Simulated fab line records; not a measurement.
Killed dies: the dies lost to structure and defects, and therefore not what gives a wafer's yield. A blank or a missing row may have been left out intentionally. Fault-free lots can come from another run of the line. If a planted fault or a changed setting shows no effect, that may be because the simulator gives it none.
Chamber matching    flow rit-cmos    RIT_GATE_ETCH_19 on rie-si-02: 4 sister chambers
The step etches poly-Si in SF6/CHF3/O2, stops on SiO2, time 165 s, target depth 312.5 nm. 8 wafers are shown with their chamber, then 7 later ones without.

WAFERS WITH THEIR CHAMBER
wafer   chamber  throttle-valve-pct (%)  oes-product-au (a.u.)
L420.6  1        10.28                   0.837
L422.1  2        10.06                   0.859
L422.4  1        10.29                   0.844
L428.1  3        10.52                   0.862
L428.3  2        10.06                   0.873
L428.6  0        10.22                   0.866
L430.1  3        10.51                   0.860
L430.2  0        10.20                   0.858

WAFERS WITH NO CHAMBER GIVEN
wafer   throttle-valve-pct (%)  oes-product-au (a.u.)
L430.6  10.28                   0.835
L432.3  10.08                   0.859
L432.4  10.19                   0.852
L432.5  10.28                   0.829
L440.2  10.52                   0.866
L440.3  10.05                   0.855
L440.5  10.05                   0.851

WHICH CHAMBER EACH WENT THROUGH
wafer   from the rows above  in truth
L430.6  1                    1
L432.3  2                    2
L432.4  0                    0
L432.5  1                    1
L440.2  3                    3
L440.3  2                    2
L440.5  2                    2
7 of 7 placed correctly. Not placeable from these rows: 0. Number placed wrongly: 0.
How it was worked out, from the rows above alone: a wafer's distance from a chamber is the root of the sum, over the readings, of the square of ((its reading less the chamber's mean) divided by the reading's scatter). The wafer belongs to the nearest chamber; if the next one is less than 2 further off, it can't be placed. The mean given for a chamber averages the wafers shown for that chamber. The scatter: take each reading less its chamber's mean, square it, sum over the shown wafers, divide by the number of wafers less the number of chambers, and take the root.
